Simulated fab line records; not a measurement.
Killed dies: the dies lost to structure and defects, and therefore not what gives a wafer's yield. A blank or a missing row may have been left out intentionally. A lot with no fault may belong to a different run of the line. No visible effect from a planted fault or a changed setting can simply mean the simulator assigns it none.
Which tool was responsible? / flow rit_cmos / Sampling: 14 lots, 42 wafers, 2 of 202 route steps

WHAT THE GAUGES SHOWED, per wafer
RIT_PRETRO_OVL_MEAS_06. Usual: PRETRO_OVL gives 1.1 nm (standard deviation 1.1).
lot=L609; measured=day 2 07:29; on=overlay-01; PRETRO_OVL (nm)=0.3 0.2 -0.3; flag=
lot=L610; measured=day 2 12:44; on=overlay-02; PRETRO_OVL (nm)=2.9 1.7 0.0; flag=
lot=L611; measured=day 2 17:20; on=overlay-02; PRETRO_OVL (nm)=0.1 0.2 0.5; flag=
lot=L612; measured=day 2 21:34; on=overlay-01; PRETRO_OVL (nm)=1.7 1.3 1.1; flag=
lot=L616; measured=day 3 17:40; on=overlay-01; PRETRO_OVL (nm)=2.7 3.2 2.3; flag=
lot=L618; measured=day 4 03:19; on=overlay-01; PRETRO_OVL (nm)=0.4 -0.2 -0.6; flag=
lot=L619; measured=day 4 09:10; on=overlay-02; PRETRO_OVL (nm)=1.9 0.5 1.0; flag=
lot=L620; measured=day 4 13:23; on=overlay-02; PRETRO_OVL (nm)=1.1 0.8 1.9; flag=
lot=L622; measured=day 5 00:07; on=overlay-01; PRETRO_OVL (nm)=1.1 0.0 2.0; flag=
lot=L623; measured=day 5 05:07; on=overlay-02; PRETRO_OVL (nm)=- - -; flag=OFF
lot=L624; measured=day 5 09:25; on=overlay-02; PRETRO_OVL (nm)=- - -; flag=OFF
lot=L625; measured=day 5 14:41; on=overlay-02; PRETRO_OVL (nm)=-0.7 1.2 1.0; flag=
lot=L628; measured=day 6 06:16; on=overlay-02; PRETRO_OVL (nm)=1.3 1.2 2.5; flag=
lot=L629; measured=day 6 11:13; on=overlay-01; PRETRO_OVL (nm)=2.9 0.5 -1.1; flag=

TOOL THAT RAN EACH LOT (tool first, then ch and the chambers of the sampled wafers, then the start)
lot=L609; RIT_PRETRO_COAT_01=litho_track-02 ch 0, day 2 06:37
lot=L610; RIT_PRETRO_COAT_01=litho_track-02 ch 0, day 2 11:41
lot=L611; RIT_PRETRO_COAT_01=litho_track-03 ch 0, day 2 16:36
lot=L612; RIT_PRETRO_COAT_01=litho_track-02 ch 0, day 2 20:43
lot=L616; RIT_PRETRO_COAT_01=litho_track-04 ch 0, day 3 16:56
lot=L618; RIT_PRETRO_COAT_01=litho_track-04 ch 0, day 4 02:37
lot=L619; RIT_PRETRO_COAT_01=litho_track-04 ch 0, day 4 08:19
lot=L620; RIT_PRETRO_COAT_01=litho_track-04 ch 0, day 4 12:34
lot=L622; RIT_PRETRO_COAT_01=litho_track-02 ch 0, day 4 23:27
lot=L623; RIT_PRETRO_COAT_01=litho_track-02, day 5 04:10
lot=L624; RIT_PRETRO_COAT_01=litho_track-04, day 5 08:43
lot=L625; RIT_PRETRO_COAT_01=litho_track-04 ch 0, day 5 13:50
lot=L628; RIT_PRETRO_COAT_01=litho_track-04 ch 0, day 6 05:32
lot=L629; RIT_PRETRO_COAT_01=litho_track-04 ch 0, day 6 10:29
- RIT_PRETRO_COAT_01: resist thk 1300 nm.

WHAT THE TOOLS THEMSELVES READ (means of the sampled wafers that have a number; where no wafer has one, the mark that the record gives instead)
RIT_PRETRO_COAT_01. Usual: chill_plate_temp_C 23.01 C, standard deviation 0.1; dispense_pressure_kPa 49.8 kPa, standard deviation 2.4.
lot=L609; tool=litho_track-02; chill_plate_temp_C (C)=23.06; dispense_pressure_kPa (kPa)=51.2; flag=
lot=L610; tool=litho_track-02; chill_plate_temp_C (C)=23.03; dispense_pressure_kPa (kPa)=51.2; flag=
lot=L611; tool=litho_track-03; chill_plate_temp_C (C)=23.16; dispense_pressure_kPa (kPa)=45.6; flag=
lot=L612; tool=litho_track-02; chill_plate_temp_C (C)=22.91; dispense_pressure_kPa (kPa)=51.2; flag=
lot=L616; tool=litho_track-04; chill_plate_temp_C (C)=23.08; dispense_pressure_kPa (kPa)=51.3; flag=
lot=L618; tool=litho_track-04; chill_plate_temp_C (C)=22.97; dispense_pressure_kPa (kPa)=51.2; flag=
lot=L619; tool=litho_track-04; chill_plate_temp_C (C)=23.02; dispense_pressure_kPa (kPa)=51.3; flag=
lot=L620; tool=litho_track-04; chill_plate_temp_C (C)=22.97; dispense_pressure_kPa (kPa)=51.2; flag=
lot=L622; tool=litho_track-02; chill_plate_temp_C (C)=23.00; dispense_pressure_kPa (kPa)=51.2; flag=
lot=L623; tool=litho_track-02; chill_plate_temp_C (C)=-; dispense_pressure_kPa (kPa)=-; flag=OFF
lot=L624; tool=litho_track-04; chill_plate_temp_C (C)=-; dispense_pressure_kPa (kPa)=-; flag=OFF
lot=L625; tool=litho_track-04; chill_plate_temp_C (C)=22.95; dispense_pressure_kPa (kPa)=51.2; flag=
lot=L628; tool=litho_track-04; chill_plate_temp_C (C)=23.07; dispense_pressure_kPa (kPa)=51.1; flag=
lot=L629; tool=litho_track-04; chill_plate_temp_C (C)=22.96; dispense_pressure_kPa (kPa)=51.1; flag=

THE ANSWER, worked out from the rows above alone
Rule: take the mean of a lot's wafers that have a number; if it is more than 3 standard deviations from the usual mean, the lot is off. A lot without any number at a reading at which 4 lots or more have one is off too. All remaining lots with rows at the step are treated as sound. First the gauges in route order, then the tools' own readings, where a lot's mean is used as printed above. At the first step where some lot is off, the reading lying furthest off is the one used; lots without a number count as furthest.
Off: at RIT_PRETRO_OVL_MEAS_06 (PRETRO_OVL), L623, L624. Without a number there: L623, L624.
A tool fits if, at a process step before that reading, it ran every lot that is off, and no sound lot after the first of them. Not tried: the gauges at RIT_PRETRO_OVL_MEAS_06; whatever is off there is also off at RIT_PRETRO_COAT_01, on other tools, and gauge error can't account for it. None of those tried fits.

WHAT THE SIMULATOR PUT IN
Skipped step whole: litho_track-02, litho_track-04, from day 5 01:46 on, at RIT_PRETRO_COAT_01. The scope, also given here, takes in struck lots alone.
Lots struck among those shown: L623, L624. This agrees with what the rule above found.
